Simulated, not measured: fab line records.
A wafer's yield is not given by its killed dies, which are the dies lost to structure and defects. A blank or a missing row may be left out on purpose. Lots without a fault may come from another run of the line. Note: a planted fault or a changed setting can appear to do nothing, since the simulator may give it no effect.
Tool commonality check || flow berkeley cmos170 || 14 lots and 48 wafers in the sample

WHAT PROMPTED THE OPENING
At UCB170_V2_THK_MEAS_01 the reading V2_TEOS_THK is flagged on 2 of 14 lots. Wafers without a fault read 2010 nm, standard deviation 25.
Rule: flag the lot when none of its wafers has a number, or when each of its wafers that has one lies beyond 4 standard deviations from that mean. All remaining lots are regarded as sound.

{"lot": "L203", "measured": "day 8 14:05", "on": "film metro-01", "V2_TEOS_THK (nm), wafer by wafer": "1972 1995 2009", "flag": ""}
{"lot": "L202", "measured": "day 8 17:05", "on": "film metro-04", "V2_TEOS_THK (nm), wafer by wafer": "2005 2025 2044", "flag": ""}
{"lot": "L205", "measured": "day 9 02:02", "on": "film metro-01", "V2_TEOS_THK (nm), wafer by wafer": "1980 1988 2023", "flag": ""}
{"lot": "L206", "measured": "day 9 11:02", "on": "film metro-04", "V2_TEOS_THK (nm), wafer by wafer": "1963 2003 1985", "flag": ""}
{"lot": "L210", "measured": "day 10 07:37", "on": "film metro-04", "V2_TEOS_THK (nm), wafer by wafer": "1975 1989 2023", "flag": ""}
{"lot": "L208", "measured": "day 10 08:26", "on": "film metro-02", "V2_TEOS_THK (nm), wafer by wafer": "2003 2006 2003", "flag": ""}
{"lot": "L215", "measured": "day 11 14:35", "on": "film metro-02", "V2_TEOS_THK (nm), wafer by wafer": "1989 2007 2006", "flag": ""}
{"lot": "L212", "measured": "day 11 15:49", "on": "film metro-04", "V2_TEOS_THK (nm), wafer by wafer": "2031 2042 2031", "flag": ""}
{"lot": "L217", "measured": "day 12 01:55", "on": "film metro-02", "V2_TEOS_THK (nm), wafer by wafer": "2001 1998 2020", "flag": ""}
{"lot": "L219", "measured": "day 12 09:16", "on": "film metro-01", "V2_TEOS_THK (nm), wafer by wafer": "997 957 1019 997 955 1019", "flag": "FLAGGED"}
{"lot": "L221", "measured": "day 12 22:14", "on": "film metro-01", "V2_TEOS_THK (nm), wafer by wafer": "2015 2030 2017", "flag": ""}
{"lot": "L220", "measured": "day 13 03:16", "on": "film metro-02", "V2_TEOS_THK (nm), wafer by wafer": "955 1002 1030 954 1003 1031", "flag": "FLAGGED"}
{"lot": "L223", "measured": "day 13 12:40", "on": "film metro-02", "V2_TEOS_THK (nm), wafer by wafer": "1992 2015 2047", "flag": ""}
{"lot": "L224", "measured": "day 13 21:26", "on": "film metro-01", "V2_TEOS_THK (nm), wafer by wafer": "1971 2019 2002", "flag": ""}
Average over the flagged lots: 993 nm; offset from the usual -1017 nm, equal to -41 standard deviations.

LOT BY LOT: THE TOOL USED
3 process steps preceding the reading are held in the record, out of 331 steps in the route. Each cell gives the tool, then ch followed by the chambers the sampled wafers passed through, then the start.
{"lot": "L203", "flag": "", "UCB170_V1_CVD_00": "pecvd-03 ch 0,1,2, day 8 07:23", "UCB170_M2_ETCH_17": "rie diel-04 ch 2,3, day 8 13:28", "UCB170_V2_CVD_00": "pecvd-01 ch 0,1,2, day 8 13:55"}
{"lot": "L202", "flag": "", "UCB170_V1_CVD_00": "pecvd-02 ch 1,2, day 8 08:43", "UCB170_M2_ETCH_17": "rie diel-01 ch 0,2, day 8 16:28", "UCB170_V2_CVD_00": "pecvd-04 ch 0,2, day 8 16:55"}
{"lot": "L205", "flag": "", "UCB170_V1_CVD_00": "pecvd-02 ch 0,2, day 8 18:45", "UCB170_M2_ETCH_17": "rie diel-04 ch 1,2, day 9 01:25", "UCB170_V2_CVD_00": "pecvd-03 ch 0,2, day 9 01:52"}
{"lot": "L206", "flag": "", "UCB170_V1_CVD_00": "pecvd-02 ch 0,1, day 9 05:51", "UCB170_M2_ETCH_17": "rie diel-02 ch 0,1, day 9 10:25", "UCB170_V2_CVD_00": "pecvd-03 ch 0,1,2, day 9 10:52"}
{"lot": "L210", "flag": "", "UCB170_V1_CVD_00": "pecvd-04 ch 0,2, day 9 21:43", "UCB170_M2_ETCH_17": "rie diel-01 ch 0,1, day 10 07:00", "UCB170_V2_CVD_00": "pecvd-04 ch 0,1,2, day 10 07:27"}
{"lot": "L208", "flag": "", "UCB170_V1_CVD_00": "pecvd-03 ch 0,1,2, day 10 00:58", "UCB170_M2_ETCH_17": "rie diel-01 ch 0,1,3, day 10 07:50", "UCB170_V2_CVD_00": "pecvd-01 ch 0,1,2, day 10 08:17"}
{"lot": "L215", "flag": "", "UCB170_V1_CVD_00": "pecvd-04 ch 0,1, day 11 06:35", "UCB170_M2_ETCH_17": "rie diel-04 ch 1,2, day 11 13:58", "UCB170_V2_CVD_00": "pecvd-04 ch 0,1,2, day 11 14:25"}
{"lot": "L212", "flag": "", "UCB170_V1_CVD_00": "pecvd-03 ch 0,1,2, day 11 06:49", "UCB170_M2_ETCH_17": "rie diel-01 ch 0,1,2, day 11 15:10", "UCB170_V2_CVD_00": "pecvd-03 ch 0,1,2, day 11 15:42"}
{"lot": "L217", "flag": "", "UCB170_V1_CVD_00": "pecvd-03 ch 0,1, day 11 19:13", "UCB170_M2_ETCH_17": "rie diel-01 ch 1,2,3, day 12 01:18", "UCB170_V2_CVD_00": "pecvd-01 ch 0,1,2, day 12 01:46"}
{"lot": "L219", "flag": "FLAGGED", "UCB170_V1_CVD_00": "pecvd-04 ch 0,1,2, day 12 04:02", "UCB170_M2_ETCH_17": "rie diel-02 ch 0,1,3, day 12 08:39", "UCB170_V2_CVD_00": "pecvd-04 ch 0,1,2, day 12 09:06"}
{"lot": "L221", "flag": "", "UCB170_V1_CVD_00": "pecvd-04 ch 0,1, day 12 16:59", "UCB170_M2_ETCH_17": "rie diel-04 ch 1,2,3, day 12 21:37", "UCB170_V2_CVD_00": "pecvd-01 ch 0,1,2, day 12 22:04"}
{"lot": "L220", "flag": "FLAGGED", "UCB170_V1_CVD_00": "pecvd-03 ch 0,1,2, day 12 20:44", "UCB170_M2_ETCH_17": "rie diel-02 ch 1,3, day 13 02:26", "UCB170_V2_CVD_00": "pecvd-04 ch 0,2, day 13 03:00"}
{"lot": "L223", "flag": "", "UCB170_V1_CVD_00": "pecvd-03 ch 0,1, day 13 05:01", "UCB170_M2_ETCH_17": "rie diel-02 ch 1,3, day 13 11:53", "UCB170_V2_CVD_00": "pecvd-03 ch 0,2, day 13 12:31"}
{"lot": "L224", "flag": "", "UCB170_V1_CVD_00": "pecvd-04 ch 0,1,2, day 13 13:05", "UCB170_M2_ETCH_17": "rie diel-01 ch 0,1, day 13 20:50", "UCB170_V2_CVD_00": "pecvd-01 ch 0,2, day 13 21:17"}
What these steps do:
- UCB170_V1_CVD_00: deposits SiO2 from TEOS/O2, target thk 2000 nm, time 250 s.
- UCB170_M2_ETCH_17: etches BARC in N2/H2.
- UCB170_V2_CVD_00: deposits SiO2 from TEOS/O2, target thk 2000 nm, time 250 s.
- UCB170_V2_THK_MEAS_01

FLAGGED OVER TOTAL, TOOL BY TOOL (the gauges that took the reading come last)
{"step": "UCB170_V1_CVD_00", "tool": "pecvd-02", "lots run": 3, "flagged": 0, "share of the flagged lots": "none", "sound lots run after its first flagged lot": "-"}
{"step": "UCB170_V1_CVD_00", "tool": "pecvd-03", "lots run": 6, "flagged": 1, "share of the flagged lots": "some", "sound lots run after its first flagged lot": "1 (L223)"}
{"step": "UCB170_V1_CVD_00", "tool": "pecvd-04", "lots run": 5, "flagged": 1, "share of the flagged lots": "some", "sound lots run after its first flagged lot": "2 (L221,L224)"}
{"step": "UCB170_M2_ETCH_17", "tool": "rie diel-01", "lots run": 6, "flagged": 0, "share of the flagged lots": "none", "sound lots run after its first flagged lot": "-"}
{"step": "UCB170_M2_ETCH_17", "tool": "rie diel-02", "lots run": 4, "flagged": 2, "share of the flagged lots": "all", "sound lots run after its first flagged lot": "1 (L223)"}
{"step": "UCB170_M2_ETCH_17", "tool": "rie diel-04", "lots run": 4, "flagged": 0, "share of the flagged lots": "none", "sound lots run after its first flagged lot": "-"}
{"step": "UCB170_V2_CVD_00", "tool": "pecvd-01", "lots run": 5, "flagged": 0, "share of the flagged lots": "none", "sound lots run after its first flagged lot": "-"}
{"step": "UCB170_V2_CVD_00", "tool": "pecvd-03", "lots run": 4, "flagged": 0, "share of the flagged lots": "none", "sound lots run after its first flagged lot": "-"}
{"step": "UCB170_V2_CVD_00", "tool": "pecvd-04", "lots run": 5, "flagged": 2, "share of the flagged lots": "all", "sound lots run after its first flagged lot": 0}
{"step": "UCB170_V2_THK_MEAS_01", "tool": "film metro-01", "lots run": 5, "flagged": 1, "share of the flagged lots": "some", "sound lots run after its first flagged lot": "2 (L221,L224)"}
{"step": "UCB170_V2_THK_MEAS_01", "tool": "film metro-02", "lots run": 5, "flagged": 1, "share of the flagged lots": "some", "sound lots run after its first flagged lot": "1 (L223)"}
{"step": "UCB170_V2_THK_MEAS_01", "tool": "film metro-04", "lots run": 4, "flagged": 0, "share of the flagged lots": "none", "sound lots run after its first flagged lot": "-"}

WHAT IS ALLOWED BY THE TABLE
In 2 table rows, all flagged lots were run: rie diel-02 (UCB170_M2_ETCH_17), pecvd-04 (UCB170_V2_CVD_00).
- rie diel-02 at UCB170_M2_ETCH_17 ran 4 lots, 2 of them flagged. Lots that were sound ran on it after the first flagged one (L223); a persistent fault on the entire tool would not allow that.
- pecvd-04 at UCB170_V2_CVD_00 ran 5 lots, 2 of them flagged. Its last sound lot is L215 (day 11 14:25), its first flagged lot L219 (day 12 09:06): a fault that began between those two fits.
Just one tool remains: pecvd-04 at UCB170_V2_CVD_00.

WHAT THE SIMULATOR HAD INSERTED
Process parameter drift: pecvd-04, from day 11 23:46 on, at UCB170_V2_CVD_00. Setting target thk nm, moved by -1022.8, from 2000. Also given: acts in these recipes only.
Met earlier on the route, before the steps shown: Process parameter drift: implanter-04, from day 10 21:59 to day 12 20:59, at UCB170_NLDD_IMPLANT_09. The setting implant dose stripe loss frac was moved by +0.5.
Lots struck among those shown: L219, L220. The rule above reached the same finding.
